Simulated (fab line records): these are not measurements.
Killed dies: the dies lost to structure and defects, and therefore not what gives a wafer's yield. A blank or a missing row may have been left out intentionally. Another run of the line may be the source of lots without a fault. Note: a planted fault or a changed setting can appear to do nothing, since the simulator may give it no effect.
Which tool is to blame? :: flow rit-cmos :: Sampling: 14 lots, 42 wafers, 2 of 202 route steps

== WHAT EACH GAUGE READ, for each wafer ==
No reading from a measuring or inspecting step in the record can be judged against a usual standard deviation.

== WHAT TOOL EACH LOT RAN ON (gives the tool, then ch and the chambers of the sampled wafers, and finally the start) ==
lot: L592
RIT_GATE_STRIP_20: plasma-asher-01 ch 0,1, day 2 14:28
RIT_M1_PROBE_99: prober-01, day 3 10:41

lot: L593
RIT_GATE_STRIP_20: plasma-asher-04 ch 0,1, day 2 18:02
RIT_M1_PROBE_99: prober-02, day 3 14:09

lot: L596
RIT_GATE_STRIP_20: plasma-asher-02 ch 0,1, day 3 19:47
RIT_M1_PROBE_99: prober-01, day 4 16:08

lot: L597
RIT_GATE_STRIP_20: plasma-asher-02 ch 0, day 3 21:16
RIT_M1_PROBE_99: prober-02, day 4 17:38

lot: L598
RIT_GATE_STRIP_20: plasma-asher-01 ch 0,1, day 3 23:28
RIT_M1_PROBE_99: prober-01, day 4 21:18

lot: L599
RIT_GATE_STRIP_20: plasma-asher-04 ch 0,1, day 4 08:22
RIT_M1_PROBE_99: prober-02, day 5 04:16

lot: L600
RIT_GATE_STRIP_20: plasma-asher-02 ch 1, day 4 10:29
RIT_M1_PROBE_99: prober-01, day 5 07:20

lot: L601
RIT_GATE_STRIP_20: plasma-asher-01 ch 0,1, day 4 23:02
RIT_M1_PROBE_99: prober-02, day 5 22:58

lot: L604
RIT_GATE_STRIP_20: plasma-asher-04 ch 0,1, day 5 10:21
RIT_M1_PROBE_99: prober-01, day 6 08:07

lot: L605
RIT_GATE_STRIP_20: plasma-asher-02 ch 0,1, day 5 16:16
RIT_M1_PROBE_99: prober-02, day 6 13:43

lot: L606
RIT_GATE_STRIP_20: plasma-asher-02 ch 0, day 5 20:52
RIT_M1_PROBE_99: prober-01, day 6 17:46

lot: L607
RIT_GATE_STRIP_20: plasma-asher-02 ch 0,1, day 6 00:14
RIT_M1_PROBE_99: prober-02, day 6 20:46

lot: L615
RIT_GATE_STRIP_20: plasma-asher-01 ch 0,1, day 7 09:28
RIT_M1_PROBE_99: prober-01, day 8 05:34

lot: L614
RIT_GATE_STRIP_20: plasma-asher-04 ch 0,1, day 18 19:47
RIT_M1_PROBE_99: prober-01, day 19 18:03
- RIT_GATE_STRIP_20: strips in O2, time 180 s.
- RIT_M1_PROBE_99

== AS READ BY THE TOOLS THEMSELVES (means over the sampled wafers that have a number; for cases with no such wafer, the mark the record gives instead) ==
RIT_GATE_STRIP_20. Usual: chamber-pressure-mTorr 4000 mTorr, standard deviation 4; drypump-motor-current-A 5.92 A, standard deviation 0.26.
lot: L592
tool: plasma-asher-01
chamber-pressure-mTorr (mTorr): 4001
drypump-motor-current-A (A): 5.88
flag: 

lot: L593
tool: plasma-asher-04
chamber-pressure-mTorr (mTorr): 3999
drypump-motor-current-A (A): 6.09
flag: 

lot: L596
tool: plasma-asher-02
chamber-pressure-mTorr (mTorr): 4001
drypump-motor-current-A (A): 5.78
flag: 

lot: L597
tool: plasma-asher-02
chamber-pressure-mTorr (mTorr): 4001
drypump-motor-current-A (A): 5.66
flag: 

lot: L598
tool: plasma-asher-01
chamber-pressure-mTorr (mTorr): 4001
drypump-motor-current-A (A): 5.89
flag: 

lot: L599
tool: plasma-asher-04
chamber-pressure-mTorr (mTorr): 4003
drypump-motor-current-A (A): 6.07
flag: 

lot: L600
tool: plasma-asher-02
chamber-pressure-mTorr (mTorr): 4000
drypump-motor-current-A (A): 5.83
flag: 

lot: L601
tool: plasma-asher-01
chamber-pressure-mTorr (mTorr): 3995
drypump-motor-current-A (A): 5.90
flag: 

lot: L604
tool: plasma-asher-04
chamber-pressure-mTorr (mTorr): -
drypump-motor-current-A (A): -
flag: OFF

lot: L605
tool: plasma-asher-02
chamber-pressure-mTorr (mTorr): -
drypump-motor-current-A (A): -
flag: OFF

lot: L606
tool: plasma-asher-02
chamber-pressure-mTorr (mTorr): 4003
drypump-motor-current-A (A): 5.65
flag: 

lot: L607
tool: plasma-asher-02
chamber-pressure-mTorr (mTorr): 4000
drypump-motor-current-A (A): 5.72
flag: 

lot: L615
tool: plasma-asher-01
chamber-pressure-mTorr (mTorr): 4001
drypump-motor-current-A (A): 6.13
flag: 

lot: L614
tool: plasma-asher-04
chamber-pressure-mTorr (mTorr): 3999
drypump-motor-current-A (A): 6.09
flag: 

RIT_M1_PROBE_99. Usual: killed-at-contacts 0.1, standard deviation 0.27; killed-at-front-end 6, standard deviation 3; killed-dies 7, standard deviation 3; killed-on-rim 1.7, standard deviation 1.4; killed-open 3.1, standard deviation 2; killed-short 3.4, standard deviation 2.
lot: L592
tool: prober-01
killed-at-contacts: 0.7
killed-at-front-end: 8
killed-dies: 9
killed-on-rim: 2.0
killed-open: 5.3
killed-short: 3.3
flag: 

lot: L593
tool: prober-02
killed-at-contacts: 0.0
killed-at-front-end: 6
killed-dies: 6
killed-on-rim: 2.3
killed-open: 3.0
killed-short: 3.3
flag: 

lot: L596
tool: prober-01
killed-at-contacts: 0.0
killed-at-front-end: 6
killed-dies: 6
killed-on-rim: 1.7
killed-open: 3.3
killed-short: 2.3
flag: 

lot: L597
tool: prober-02
killed-at-contacts: 0.0
killed-at-front-end: 5
killed-dies: 5
killed-on-rim: 0.3
killed-open: 1.7
killed-short: 3.3
flag: 

lot: L598
tool: prober-01
killed-at-contacts: 0.0
killed-at-front-end: 6
killed-dies: 6
killed-on-rim: 1.7
killed-open: 2.3
killed-short: 3.7
flag: 

lot: L599
tool: prober-02
killed-at-contacts: 0.3
killed-at-front-end: 4
killed-dies: 4
killed-on-rim: 2.0
killed-open: 2.0
killed-short: 2.3
flag: 

lot: L600
tool: prober-01
killed-at-contacts: 0.0
killed-at-front-end: 8
killed-dies: 8
killed-on-rim: 0.7
killed-open: 3.3
killed-short: 4.3
flag: 

lot: L601
tool: prober-02
killed-at-contacts: 0.0
killed-at-front-end: 4
killed-dies: 4
killed-on-rim: 1.3
killed-open: 1.7
killed-short: 2.3
flag: 

lot: L604
tool: prober-01
killed-at-contacts: 0.0
killed-at-front-end: 264
killed-dies: 264
killed-on-rim: 70.0
killed-open: 4.3
killed-short: 3.0
flag: OFF

lot: L605
tool: prober-02
killed-at-contacts: 0.0
killed-at-front-end: 264
killed-dies: 264
killed-on-rim: 70.0
killed-open: 1.0
killed-short: 0.7
flag: OFF

lot: L606
tool: prober-01
killed-at-contacts: 0.0
killed-at-front-end: 11
killed-dies: 11
killed-on-rim: 3.0
killed-open: 3.0
killed-short: 7.7
flag: 

lot: L607
tool: prober-02
killed-at-contacts: 0.0
killed-at-front-end: 9
killed-dies: 9
killed-on-rim: 3.0
killed-open: 5.0
killed-short: 3.7
flag: 

lot: L615
tool: prober-01
killed-at-contacts: 0.0
killed-at-front-end: 8
killed-dies: 8
killed-on-rim: 1.7
killed-open: 4.7
killed-short: 3.3
flag: 

lot: L614
tool: prober-01
killed-at-contacts: 0.0
killed-at-front-end: 9
killed-dies: 9
killed-on-rim: 2.7
killed-open: 4.3
killed-short: 4.3
flag: 

== THE ANSWER, worked out from the rows above alone ==
Rule: a lot is off if the mean of its wafers that have a number lies more than 3 standard deviations from the usual mean. Also off: a lot with no number at a reading for which 4 or more lots have one. Where the step has rows for the other lots, those lots are counted as sound. First the gauges in route order, then the tools' own readings, where a lot's mean is used as printed above. At the first step where some lot is off, the reading lying furthest off is the one used; lots without a number count as furthest.
Off, at RIT_GATE_STRIP_20 on chamber-pressure-mTorr: L604, L605. Without a number there: L604, L605.
If a tool, at that step or one of the process steps before it, ran each lot that is off and ran no sound lot following the first of them, it fits. None of those tried fits.

== WHAT THE SIMULATOR PUT IN ==
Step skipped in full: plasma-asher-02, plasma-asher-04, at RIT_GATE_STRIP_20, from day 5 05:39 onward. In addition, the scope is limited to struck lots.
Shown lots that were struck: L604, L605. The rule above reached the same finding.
